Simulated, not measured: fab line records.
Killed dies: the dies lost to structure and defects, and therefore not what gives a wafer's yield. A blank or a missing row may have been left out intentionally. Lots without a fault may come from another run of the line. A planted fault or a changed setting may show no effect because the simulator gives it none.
fab line records -- flow berkeley-cmos170 -- part 1 of 2: steps 1 to 32 of 43
[record] lots = 5, wafers = 15, last-day = 12
route steps=331 shown PFIELD@86 FIELD@89 SACOX@97 SCREENOX@100 NVT@104 PVT@115 GATE@125
lots that met no fault: taken from a fault-free run of the same line
start-h: the number of hours between the record's first day and the start of the first shown wafer of the lot -- wait-h: how many hours have passed since the lot's step before this one -- " same as the row above -- L1.1+2: a single row standing in for several wafers -- - no value present, or no start provided -- * or withheld: withheld -- < > ~ a bound
route shown NAME@n: NAME is a module with steps in the file, n the number in the route of the first one -- usual: mean/standard deviation taken from wafers without a fault -- same: alike in all rows -- chamber/n: place in a boat -- sites: per-site readings -- _std_site: how widely they spread, as a standard deviation -- _edge_site: the outer-site mean with the inner-site mean subtracted -- radius-mm: for every site, how far away it sits from the centre of the wafer -- mask NAME#n: copy n -- behind: the tool/chamber that last shaped the wafer -- hold: why the lot was held/for how many hours/how that ended -- device: the n, p or np transistor that did not switch -- end of line: the same wafers' tests at the end of the route -- step lacking rows: just its recipe -- killed: count of dies lost to structure and defects at first sort (not the wafer's yield) -- map: a wafer's dies, marking killed ones x, the rest . and places with no die _
set.NAME: setting as actually run; set.NAME@STEP: the setting as run at that earlier step -- model.NAME: the simulator's own value behind a step, which no gauge read
lots at selected steps of the route; one table per step, one row per wafer
services: when a tool's chamber went out of use (start-h, in hours from the record's first day, below 0 if earlier), for how many hours, and the reason
[[steps]]
[step UCB170_PFIELD_IMPLANT_07]
[recipe] species = B, dose-cm2 = 2e+13, energy-kev = 80, tilt-deg = 7
[usual] beam-energy-keV = 80.001/0.025
lot.wafer,tool,chamber,start-h,wait-h,beam-energy-keV
L074.1,implanter-03,0,100.58,0.0,80.010
L074.3,implanter-03,0,100.58,0.0,80.007
L074.4,implanter-03,0,100.58,0.0,80.038
L079.2,implanter-04,0,118.10,0.0,80.002
L079.5,implanter-04,0,118.10,0.0,80.020
L079.6,implanter-04,0,118.10,0.0,80.011
L087.2,implanter-03,0,158.17,0.0,80.022
L087.4,implanter-03,0,158.17,0.0,79.985
L087.5,implanter-03,0,158.17,0.0,79.995
L094.2,implanter-04,0,180.62,0.0,80.013
L094.4,implanter-04,0,180.62,0.0,79.983
L094.6,implanter-04,0,180.62,0.0,79.972
L092.1,implanter-01,0,180.71,0.0,79.965
L092.2,implanter-01,0,180.71,0.0,79.979
L092.3,implanter-01,0,180.71,0.0,79.993
[step UCB170_PFIELD_STRIP_08]
[recipe] chemistry = O2, power-w = 400, pressure-mtorr = 3500, platen-temp-c = withheld, o2-flow-sccm = 400, overash-fraction = 0.5
[usual] drypump-motor-current-A = 5.6/0.54, oes-product-au = 0.735/0.0046, strip-time-to-endpoint-s = 21.61/0.064
lot.wafer,tool,chamber,start-h,wait-h,drypump-motor-current-A,oes-product-au,rf-hours-counter-h,strip-time-to-endpoint-s
L074.1,plasma-asher-04,1,100.73,0.1,6.4,0.741,36,21.70
L074.3,plasma-asher-04,1,100.73,0.1,6.4,0.736,-,21.67
L074.4,plasma-asher-04,0,100.73,0.1,5.7,0.735,-,21.70
L079.2,plasma-asher-02,1,118.23,0.1,6.0,0.731,0,21.58
L079.5,plasma-asher-02,0,118.23,0.1,5.8,0.736,-,21.59
L079.6,plasma-asher-02,1,118.23,0.1,6.0,0.734,-,21.64
L087.2,plasma-asher-04,0,158.30,0.1,5.7,0.729,42,21.64
L087.4,plasma-asher-04,1,158.30,0.1,6.4,0.738,-,21.68
L087.5,plasma-asher-04,0,158.30,0.1,5.7,0.734,-,21.64
L094.2,plasma-asher-02,0,180.74,0.1,5.8,0.740,7,21.53
L094.4,plasma-asher-02,1,180.74,0.1,6.0,0.738,-,21.61
L094.6,plasma-asher-02,1,180.74,0.1,6.0,0.735,-,21.60
L092.1,plasma-asher-03,0,180.86,0.1,5.0,0.741,38,21.65
L092.2,plasma-asher-03,1,180.86,0.1,4.9,0.736,38,21.65
L092.3,plasma-asher-03,0,180.86,0.1,5.0,0.732,-,21.56
[step UCB170_PFIELD_TW_MEAS_09]
[usual] PFIELD_TW = 603.6/2.6
lot.wafer,tool,chamber,start-h,wait-h,PFIELD_TW
L074.1,film-metro-02,-,100.83,0.1,601.9
L074.3,film-metro-02,-,100.83,0.1,601.6
L074.4,film-metro-02,-,100.83,0.1,602.1
L079.2,film-metro-02,-,118.34,0.1,602.1
L079.5,film-metro-02,-,118.34,0.1,600.0
L079.6,film-metro-02,-,118.34,0.1,604.5
L087.2,film-metro-01,-,158.41,0.1,600.9
L087.4,film-metro-01,-,158.41,0.1,602.0
L087.5,film-metro-01,-,158.41,0.1,601.3
L094.2,film-metro-01,-,180.85,0.1,597.8
L094.4,film-metro-01,-,180.85,0.1,601.4
L094.6,film-metro-01,-,180.85,0.1,601.0
L092.1,film-metro-03,-,180.96,0.1,603.6
L092.2,film-metro-03,-,180.96,0.1,604.9
L092.3,film-metro-03,-,180.96,0.1,607.4
[step UCB170_FIELD_CLEAN_00]
[recipe] chemistry = dHF, dilution = 25:1, time-s = 7.5
lot.wafer,tool,chamber,start-h,wait-h
L074.1+3+4,wet-bench-03,1,100.89,0.1
L079.2+5+6,wet-bench-04,1,120.94,2.6
L087.2+4+5,wet-bench-03,3,158.46,0.0
L094.2+4+6,wet-bench-04,2,183.47,2.6
L092.1+2+3,wet-bench-04,0,183.48,2.5
[step UCB170_FIELD_OXIDATION_01]
[recipe] temp-c = 1000, ambient = H2O, p-h2o-torr = 584.62, target-thk-a = 5583, ox-time-s = 7200
lot.wafer,tool,chamber,start-h,wait-h
L074.1+3+4,furnace-01,0,102.42,1.5
L079.2+5+6,furnace-04,0,120.95,0.0
L087.2+4+5,furnace-04,0,161.62,3.1
L094.2+4+6,furnace-03,0,183.48,0.0
L092.1+2+3,furnace-04,0,184.30,0.8
[step UCB170_FIELD_THK_MEAS_02]
[recipe] reads = SiO2_of_FIELD_OXIDATION_01
[usual] FIELD_OXIDE_THK = 556/9
lot.wafer,tool,chamber,start-h,wait-h,FIELD_OXIDE_THK[nm]
L074.1,film-metro-04,-,105.42,0.0,551
L074.3,film-metro-04,-,105.42,0.0,554
L074.4,film-metro-04,-,105.42,0.0,550
L079.2,film-metro-04,-,124.05,0.1,564
L079.5,film-metro-04,-,124.05,0.1,562
L079.6,film-metro-04,-,124.05,0.1,553
L087.2,film-metro-04,-,164.63,0.0,548
L087.4,film-metro-04,-,164.63,0.0,553
L087.5,film-metro-04,-,164.63,0.0,555
L094.2,film-metro-03,-,186.50,0.0,564
L094.4,film-metro-03,-,186.50,0.0,575
L094.6,film-metro-03,-,186.50,0.0,569
L092.1,film-metro-04,-,187.30,0.0,561
L092.2,film-metro-04,-,187.30,0.0,563
L092.3,film-metro-04,-,187.30,0.0,568
[step UCB170_FIELD_ANNEAL_03]
[recipe] temp-c = 1000, time-s = 1200, ambient = N2
lot.wafer,tool,chamber,start-h,wait-h
L074.1+3+4,furnace-04,0,107.50,2.1
L079.2+5+6,furnace-04,0,125.30,1.2
L087.2+4+5,furnace-03,0,166.17,1.5
L092.1+2+3,furnace-04,0,188.65,1.3
L094.2+4+6,furnace-04,0,188.65,2.1
[step UCB170_FIELD_WET_ETCH_04]
[recipe] chemistry = dHF, dilution = 10:1, target = SiO2, temp-c = 25, time-s = 60
lot.wafer,tool,chamber,start-h,wait-h
L074.1+3+4,wet-bench-03,2,108.99,0.2
L079.2+5+6,wet-bench-03,0,126.77,0.1
L087.2+4+5,wet-bench-03,3,167.50,0.0
L094.2+4+6,wet-bench-03,0,190.08,0.1
L092.1+2+3,wet-bench-03,3,190.13,0.1
[step UCB170_FIELD_WET_ETCH_05]
[recipe] chemistry = H3PO4, target = Si3N4, temp-c = 160, time-s = 12600
lot.wafer,tool,chamber,start-h,wait-h
L074.1+3+4,wet-bench-03,0,109.19,0.2
L079.2+5+6,wet-bench-03,2,126.79,0.0
L087.2+4+5,wet-bench-03,3,167.53,0.0
L092.1+2+3,wet-bench-03,3,190.23,0.1
L094.2+4+6,wet-bench-03,2,190.23,0.1
[step UCB170_FIELD_WET_ETCH_06]
[recipe] chemistry = BOE, dilution = 5:1, target = SiO2, temp-c = 25, time-s = 22
lot.wafer,tool,chamber,start-h,wait-h
L074.1+3+4,wet-bench-03,0,112.70,0.0
L079.2+5+6,wet-bench-03,1,131.10,0.8
L087.2+4+5,wet-bench-03,3,171.06,0.0
L092.1+2+3,wet-bench-03,1,197.26,0.0
L094.2+4+6,wet-bench-03,1,197.26,0.0
[step UCB170_FIELD_THK_MEAS_90]
[recipe] reads = SiO2_of_FIELD_OXIDATION_01
[usual] FIELD_OXIDE_LEFT_1_THK = 440/8.8
lot.wafer,tool,chamber,start-h,wait-h,FIELD_OXIDE_LEFT_1_THK[nm]
L074.1,film-metro-04,-,112.73,0.0,436
L074.3,film-metro-04,-,112.73,0.0,439
L074.4,film-metro-04,-,112.73,0.0,434
L079.2,film-metro-04,-,131.12,0.0,449
L079.5,film-metro-04,-,131.12,0.0,447
L079.6,film-metro-04,-,131.12,0.0,438
L087.2,film-metro-03,-,171.12,0.0,431
L087.4,film-metro-03,-,171.12,0.0,437
L087.5,film-metro-03,-,171.12,0.0,439
L092.1,film-metro-01,-,197.27,0.0,444
L092.2,film-metro-01,-,197.27,0.0,445
L092.3,film-metro-01,-,197.27,0.0,451
L094.2,film-metro-04,-,197.28,0.0,447
L094.4,film-metro-04,-,197.28,0.0,458
L094.6,film-metro-04,-,197.28,0.0,452
[step UCB170_SACOX_CLEAN_00]
[recipe] chemistry = dHF, dilution = 25:1, time-s = 7.5
lot.wafer,tool,chamber,start-h,wait-h
L074.1+3+4,wet-bench-01,0,112.79,0.1
L079.2+5+6,wet-bench-03,2,131.17,0.0
L087.2+4+5,wet-bench-03,0,171.25,0.1
L092.1+2+3,wet-bench-03,0,197.33,0.1
L094.2+4+6,wet-bench-03,2,197.33,0.0
[step UCB170_SACOX_OXIDATION_01]
[recipe] temp-c = 900, ambient = O2, target-thk-a = 144, ox-time-s = 2400
lot.wafer,tool,chamber,start-h,wait-h
L074.1+3+4,furnace-04,0,116.01,3.2
L079.2+5+6,furnace-02,0,135.25,4.1
L087.2+4+5,furnace-03,0,174.60,3.3
L092.1+2+3,furnace-03,0,199.35,2.0
L094.2+4+6,furnace-03,0,199.35,2.0
[step UCB170_SACOX_THK_MEAS_02]
[recipe] reads = SiO2_of_SACOX_OXIDATION_01
[usual] SACOX_OXIDE_THK = 14.24/0.24
lot.wafer,tool,chamber,start-h,wait-h,SACOX_OXIDE_THK[nm]
L074.1,film-metro-02,-,117.68,0.0,13.84
L074.3,film-metro-02,-,117.68,0.0,14.05
L074.4,film-metro-02,-,117.68,0.0,13.89
L079.2,film-metro-02,-,136.93,0.0,14.25
L079.5,film-metro-02,-,136.93,0.0,13.90
L079.6,film-metro-02,-,136.93,0.0,13.90
L087.2,film-metro-04,-,176.34,0.1,14.58
L087.4,film-metro-04,-,176.34,0.1,14.55
L087.5,film-metro-04,-,176.34,0.1,14.50
L092.1,film-metro-04,-,201.02,0.0,14.11
L092.2,film-metro-04,-,201.02,0.0,14.08
L092.3,film-metro-04,-,201.02,0.0,14.26
L094.2,film-metro-01,-,201.09,0.1,14.20
L094.4,film-metro-01,-,201.09,0.1,14.47
L094.6,film-metro-01,-,201.09,0.1,14.39
[step UCB170_SCREENOX_WET_ETCH_00]
[recipe] chemistry = dHF, dilution = 25:1, target = SiO2, temp-c = 25, time-s = 200
lot.wafer,tool,chamber,start-h,wait-h
L074.1+3+4,wet-bench-04,1,120.87,3.2
L079.2+5+6,wet-bench-03,2,136.98,0.0
L087.2+4+5,wet-bench-03,1,176.39,0.0
L092.1+2+3,wet-bench-03,1,201.08,0.1
L094.2+4+6,wet-bench-03,0,201.15,0.1
[step UCB170_SCREENOX_OXIDATION_01]
[recipe] temp-c = 900, ambient = O2, target-thk-a = 144, ox-time-s = 2400
lot.wafer,tool,chamber,start-h,wait-h
L074.1+3+4,furnace-02,0,120.94,0.0
L079.2+5+6,furnace-03,0,141.39,4.3
L087.2+4+5,furnace-03,0,178.87,2.4
L092.1+2+3,furnace-03,0,205.79,4.6
L094.2+4+6,furnace-03,0,205.79,4.6
[step UCB170_SCREENOX_THK_MEAS_02]
[recipe] reads = SiO2_of_SCREENOX_OXIDATION_01
[usual] SCREENOX_OXIDE_THK = 14.18/0.3
lot.wafer,tool,chamber,start-h,wait-h,SCREENOX_OXIDE_THK[nm]
L074.1,film-metro-04,-,122.78,0.2,14.26
L074.3,film-metro-04,-,122.78,0.2,14.46
L074.4,film-metro-04,-,122.78,0.2,14.40
L079.2,film-metro-02,-,143.06,0.0,13.36
L079.5,film-metro-02,-,143.06,0.0,13.39
L079.6,film-metro-02,-,143.06,0.0,13.45
L087.2,film-metro-03,-,180.61,0.1,14.62
L087.4,film-metro-03,-,180.61,0.1,14.68
L087.5,film-metro-03,-,180.61,0.1,14.67
L092.1,film-metro-02,-,207.46,0.0,14.08
L092.2,film-metro-02,-,207.46,0.0,14.33
L092.3,film-metro-02,-,207.46,0.0,14.23
L094.2,film-metro-04,-,207.53,0.1,14.63
L094.4,film-metro-04,-,207.53,0.1,14.26
L094.6,film-metro-04,-,207.53,0.1,14.53
[step UCB170_SCREENOX_ANNEAL_03]
[recipe] temp-c = 900, time-s = 900, ambient = N2
lot.wafer,tool,chamber,start-h,wait-h
L074.1+3+4,furnace-03,0,123.04,0.2
L079.2+5+6,furnace-01,0,146.06,3.0
L087.2+4+5,furnace-02,0,182.06,1.4
L092.1+2+3,furnace-02,0,213.49,6.0
L094.2+4+6,furnace-02,0,213.49,5.9
[step UCB170_NVT_HMDS_00]
[recipe] prime-time-s = 60, prime-temp-c = 100
[usual] exhaust-pa = 45.1/0.87
lot.wafer,tool,chamber,start-h,wait-h,exhaust-pa
L074.1,litho-track-02,0,124.61,0.3,44.8
L074.3,litho-track-02,0,124.61,0.3,44.4
L074.4,litho-track-02,0,124.61,0.3,46.0
L079.2,litho-track-01,0,147.59,0.3,45.3
L079.5,litho-track-01,0,147.59,0.3,45.4
L079.6,litho-track-01,0,147.59,0.3,44.1
L087.2,litho-track-01,0,183.96,0.7,44.3
L087.4,litho-track-01,0,183.96,0.7,44.4
L087.5,litho-track-01,0,183.96,0.7,44.3
L092.1,litho-track-01,0,215.19,0.5,45.2
L092.2,litho-track-01,0,215.19,0.5,44.9
L092.3,litho-track-01,0,215.19,0.5,44.8
L094.2,litho-track-03,0,215.21,0.5,46.1
L094.4,litho-track-03,0,215.21,0.5,45.0
L094.6,litho-track-03,0,215.21,0.5,46.0
[step UCB170_NVT_COAT_01]
[recipe] resist = KrF, spin-rpm = 1500, resist-thk-nm = 900
[usual] exhaust-pa = 44.8/0.8
lot.wafer,tool,chamber,start-h,wait-h,exhaust-pa
L074.1,litho-track-02,0,124.76,0.1,44.9
L074.3,litho-track-02,0,124.76,0.1,45.2
L074.4,litho-track-02,0,124.76,0.1,45.7
L079.2,litho-track-01,0,147.74,0.1,45.1
L079.5,litho-track-01,0,147.74,0.1,45.3
L079.6,litho-track-01,0,147.74,0.1,46.3
L087.2,litho-track-01,0,184.11,0.1,43.8
L087.4,litho-track-01,0,184.11,0.1,45.0
L087.5,litho-track-01,0,184.11,0.1,44.1
L092.1,litho-track-01,0,215.34,0.1,44.6
L092.2,litho-track-01,0,215.34,0.1,44.1
L092.3,litho-track-01,0,215.34,0.1,44.7
L094.2,litho-track-03,0,215.36,0.1,43.4
L094.4,litho-track-03,0,215.36,0.1,44.4
L094.6,litho-track-03,0,215.36,0.1,44.6
[step UCB170_NVT_SOFTBAKE_02]
[recipe] resist = KrF, temp-c = 130, time-s = 60
[usual] exhaust-pa = 45.0/0.91
lot.wafer,tool,chamber,start-h,wait-h,exhaust-pa
L074.1,litho-track-02,0,124.91,0.1,43.4
L074.3,litho-track-02,0,124.91,0.1,44.9
L074.4,litho-track-02,0,124.91,0.1,44.5
L079.2,litho-track-01,0,147.89,0.1,44.8
L079.5,litho-track-01,0,147.89,0.1,45.9
L079.6,litho-track-01,0,147.89,0.1,44.9
L087.2,litho-track-01,0,184.26,0.1,43.7
L087.4,litho-track-01,0,184.26,0.1,43.7
L087.5,litho-track-01,0,184.26,0.1,43.4
L092.1,litho-track-01,0,215.49,0.1,45.4
L092.2,litho-track-01,0,215.49,0.1,45.1
L092.3,litho-track-01,0,215.49,0.1,45.8
L094.2,litho-track-03,0,215.51,0.1,45.3
L094.4,litho-track-03,0,215.51,0.1,46.3
L094.6,litho-track-03,0,215.51,0.1,45.6
[step UCB170_NVT_EXPOSE_03]
[recipe] mask-id = PWELL, target-cd-nm = 3000, na = 0.5, sigma-outer = 0.6, source-shape = conventional, dose-mj = 30
lot.wafer,tool,chamber,start-h,wait-h,mask
L074.1+3+4,krf-scanner-01,0,125.24,0.3,PWELL#0
L079.2+5+6,krf-scanner-02,0,148.03,0.1,PWELL#0
L087.2+4+5,krf-scanner-02,0,-,-,PWELL#0
L092.1+2+3,krf-scanner-02,0,215.79,0.3,PWELL#0
L094.2+4+6,krf-scanner-02,0,215.93,0.4,PWELL#0
[step UCB170_NVT_PEB_04]
[recipe] peb-temp-c = 130, peb-time-s = withheld, resist = KrF
[usual] exhaust-pa = 45.0/0.93
lot.wafer,tool,chamber,start-h,wait-h,exhaust-pa
L074.1,litho-track-02,0,126.06,0.8,45.0
L074.3,litho-track-02,0,126.06,0.8,44.2
L074.4,litho-track-02,0,126.06,0.8,44.0
L079.2,litho-track-03,0,148.96,0.9,45.4
L079.5,litho-track-03,0,148.96,0.9,44.8
L079.6,litho-track-03,0,148.96,0.9,44.7
L087.2,litho-track-02,0,-,-,45.5
L087.4,litho-track-02,0,-,-,44.9
L087.5,litho-track-02,0,-,-,46.4
L092.1,litho-track-01,0,215.91,0.1,44.0
L092.2,litho-track-01,0,215.91,0.1,46.1
L092.3,litho-track-01,0,215.91,0.1,44.9
L094.2,litho-track-02,0,216.05,0.1,45.6
L094.4,litho-track-02,0,216.05,0.1,45.8
L094.6,litho-track-02,0,216.05,0.1,45.2
[step UCB170_NVT_DEVELOP_05]
[recipe] developer = TMAH, develop-time-s = 45, resist = KrF, dev-temp-c = 21
[usual] exhaust-pa = 45.3/0.96
[same] develop-time-s = 45
lot.wafer,tool,chamber,start-h,wait-h,exhaust-pa
L074.1,litho-track-02,0,-,-,45.2
L074.3,litho-track-02,0,-,-,45.4
L074.4,litho-track-02,0,-,-,45.4
L079.2,litho-track-03,0,-,-,46.1
L079.5,litho-track-03,0,-,-,45.9
L079.6,litho-track-03,0,-,-,44.9
L087.2,litho-track-02,0,-,-,45.2
L087.4,litho-track-02,0,-,-,46.5
L087.5,litho-track-02,0,-,-,46.1
L092.1,litho-track-01,0,-,-,42.7
L092.2,litho-track-01,0,-,-,44.4
L092.3,litho-track-01,0,-,-,44.8
L094.2,litho-track-02,0,-,-,45.2
L094.4,litho-track-02,0,-,-,45.4
L094.6,litho-track-02,0,-,-,44.7
[step UCB170_NVT_OVL_MEAS_06]
[usual] NVT_OVL = 1/5.8
lot.wafer,tool,chamber,start-h,wait-h,NVT_OVL[nm]
L074.1,overlay-01,-,126.34,-,5
L074.3,overlay-01,-,126.34,-,0
L074.4,overlay-01,-,126.34,-,1
L079.2,overlay-02,-,149.22,-,-4
L079.5,overlay-02,-,149.22,-,-6
L079.6,overlay-02,-,149.22,-,-4
L087.2,overlay-02,-,186.07,-,2
L087.4,overlay-02,-,186.07,-,2
L087.5,overlay-02,-,186.07,-,7
L092.1,overlay-01,-,216.18,-,1
L092.2,overlay-01,-,216.18,-,5
L092.3,overlay-01,-,216.18,-,-3
L094.2,overlay-02,-,216.30,-,0
L094.4,overlay-02,-,216.30,-,-7
L094.6,overlay-02,-,216.30,-,2
[step UCB170_NVT_IMPLANT_07]
[recipe] species = BF2, dose-cm2 = 3e+12, energy-kev = 50, tilt-deg = 7
[usual] beam-energy-keV = 50.000/0.016
lot.wafer,tool,chamber,start-h,wait-h,beam-energy-keV
L074.1,implanter-03,0,126.37,0.0,49.999
L074.3,implanter-03,0,126.37,0.0,49.985
L074.4,implanter-03,0,126.37,0.0,50.032
L079.2,implanter-03,0,149.27,0.0,49.992
L079.5,implanter-03,0,149.27,0.0,49.968
L079.6,implanter-03,0,149.27,0.0,49.995
L087.2,implanter-03,0,186.13,0.0,50.007
L087.4,implanter-03,0,186.13,0.0,49.995
L087.5,implanter-03,0,186.13,0.0,49.997
L092.1,implanter-02,0,216.22,0.0,50.002
L092.2,implanter-02,0,216.22,0.0,50.007
L092.3,implanter-02,0,216.22,0.0,49.990
L094.2,implanter-04,0,216.36,0.0,49.991
L094.4,implanter-04,0,216.36,0.0,49.983
L094.6,implanter-04,0,216.36,0.0,49.994
[step UCB170_NVT_STRIP_08]
[recipe] chemistry = O2, power-w = 400, pressure-mtorr = 3500, platen-temp-c = withheld, o2-flow-sccm = 400, overash-fraction = 0.5
[usual] drypump-motor-current-A = 5.1/0.44, oes-product-au = 0.734/0.0045, strip-time-to-endpoint-s = 21.62/0.062
lot.wafer,tool,chamber,start-h,wait-h,drypump-motor-current-A,oes-product-au,rf-hours-counter-h,strip-time-to-endpoint-s
L074.1,plasma-asher-03,1,126.52,0.1,4.9,0.734,32,21.69
L074.3,plasma-asher-03,1,126.52,0.1,4.9,0.736,-,21.59
L074.4,plasma-asher-03,0,126.52,0.1,4.9,0.735,-,21.64
L079.2,plasma-asher-01,0,149.40,0.1,5.3,0.735,45,21.57
L079.5,plasma-asher-01,1,149.40,0.1,4.6,0.733,-,21.55
L079.6,plasma-asher-01,0,149.40,0.1,5.3,0.733,-,21.59
L087.2,plasma-asher-02,0,186.25,0.1,5.8,0.730,7,21.62
L087.4,plasma-asher-02,1,186.25,0.1,6.0,0.741,-,21.65
L087.5,plasma-asher-02,0,186.25,0.1,5.8,0.728,-,21.49
L092.1,plasma-asher-02,0,216.37,0.1,5.7,0.744,11,21.61
L092.2,plasma-asher-02,1,216.37,0.1,6.0,0.737,11,21.52
L092.3,plasma-asher-02,0,216.37,0.1,5.8,0.736,-,21.63
L094.2,plasma-asher-01,0,216.48,0.1,5.2,0.732,51,21.62
L094.4,plasma-asher-01,1,216.48,0.1,4.6,0.726,-,21.70
L094.6,plasma-asher-01,1,216.48,0.1,4.6,0.734,-,21.69
[step UCB170_NVT_TW_MEAS_09]
[usual] NVT_TW = 526.3/2
lot.wafer,tool,chamber,start-h,wait-h,NVT_TW
L074.1,film-metro-02,-,126.62,0.1,526.1
L074.3,film-metro-02,-,126.62,0.1,526.7
L074.4,film-metro-02,-,126.62,0.1,526.9
L079.2,film-metro-02,-,149.51,0.1,528.4
L079.5,film-metro-02,-,149.51,0.1,527.9
L079.6,film-metro-02,-,149.51,0.1,526.1
L087.2,film-metro-01,-,186.36,0.1,525.3
L087.4,film-metro-01,-,186.36,0.1,523.1
L087.5,film-metro-01,-,186.36,0.1,524.1
L092.1,film-metro-03,-,216.47,0.1,529.1
L092.2,film-metro-03,-,216.47,0.1,527.0
L092.3,film-metro-03,-,216.47,0.1,526.9
L094.2,film-metro-02,-,216.59,0.1,525.0
L094.4,film-metro-02,-,216.59,0.1,527.1
L094.6,film-metro-02,-,216.59,0.1,527.8
[step UCB170_NVT_CLEAN_10]
[recipe] chemistry = SPM, temp-c = 120, time-s = 600
lot.wafer,tool,chamber,start-h,wait-h
L074.1+3+4,wet-bench-02,1,128.54,1.9
L079.2+5+6,wet-bench-04,0,149.56,0.0
L087.2+4+5,wet-bench-04,1,186.47,0.1
L092.1+2+3,wet-bench-02,0,216.94,0.5
L094.2+4+6,wet-bench-02,0,217.29,0.7
[step UCB170_PVT_HMDS_00]
[recipe] prime-time-s = 60, prime-temp-c = 100
[usual] exhaust-pa = 45.0/0.84
lot.wafer,tool,chamber,start-h,wait-h,exhaust-pa
L074.1,litho-track-03,0,128.73,0.0,44.7
L074.3,litho-track-03,0,128.73,0.0,46.2
L074.4,litho-track-03,0,128.73,0.0,45.2
L079.2,litho-track-04,0,150.10,0.4,45.1
L079.5,litho-track-04,0,150.10,0.4,44.9
L079.6,litho-track-04,0,150.10,0.4,44.1
L087.2,litho-track-03,0,187.59,0.9,45.2
L087.4,litho-track-03,0,187.59,0.9,45.7
L087.5,litho-track-03,0,187.59,0.9,44.6
L092.1,litho-track-01,0,218.16,1.0,44.8
L092.2,litho-track-01,0,218.16,1.0,45.3
L092.3,litho-track-01,0,218.16,1.0,44.2
L094.2,litho-track-04,0,219.09,1.6,43.6
L094.4,litho-track-04,0,219.09,1.6,46.1
L094.6,litho-track-04,0,219.09,1.6,45.3
[step UCB170_PVT_COAT_01]
[recipe] resist = KrF, spin-rpm = 1500, resist-thk-nm = 900
[usual] exhaust-pa = 45.0/0.8
lot.wafer,tool,chamber,start-h,wait-h,exhaust-pa
L074.1,litho-track-03,0,128.88,0.1,44.3
L074.3,litho-track-03,0,128.88,0.1,44.3
L074.4,litho-track-03,0,128.88,0.1,45.0
L079.2,litho-track-04,0,150.25,0.1,45.2
L079.5,litho-track-04,0,150.25,0.1,44.1
L079.6,litho-track-04,0,150.25,0.1,44.7
L087.2,litho-track-03,0,187.74,0.1,45.0
L087.4,litho-track-03,0,187.74,0.1,46.0
L087.5,litho-track-03,0,187.74,0.1,45.5
L092.1,litho-track-01,0,218.31,0.1,44.5
L092.2,litho-track-01,0,218.31,0.1,45.9
L092.3,litho-track-01,0,218.31,0.1,45.0
L094.2,litho-track-04,0,219.24,0.1,44.2
L094.4,litho-track-04,0,219.24,0.1,45.2
L094.6,litho-track-04,0,219.24,0.1,44.5
[step UCB170_PVT_SOFTBAKE_02]
[recipe] resist = KrF, temp-c = 130, time-s = 60
[usual] exhaust-pa = 45.0/0.84
lot.wafer,tool,chamber,start-h,wait-h,exhaust-pa
L074.1,litho-track-03,0,129.03,0.1,44.8
L074.3,litho-track-03,0,129.03,0.1,44.4
L074.4,litho-track-03,0,129.03,0.1,45.2
L079.2,litho-track-04,0,150.40,0.1,45.1
L079.5,litho-track-04,0,150.40,0.1,46.6
L079.6,litho-track-04,0,150.40,0.1,45.0
L087.2,litho-track-03,0,187.89,0.1,46.9
L087.4,litho-track-03,0,187.89,0.1,47.0
L087.5,litho-track-03,0,187.89,0.1,45.8
L092.1,litho-track-01,0,218.46,0.1,44.4
L092.2,litho-track-01,0,218.46,0.1,44.3
L092.3,litho-track-01,0,218.46,0.1,44.0
L094.2,litho-track-04,0,219.39,0.1,45.2
L094.4,litho-track-04,0,219.39,0.1,44.4
L094.6,litho-track-04,0,219.39,0.1,44.2
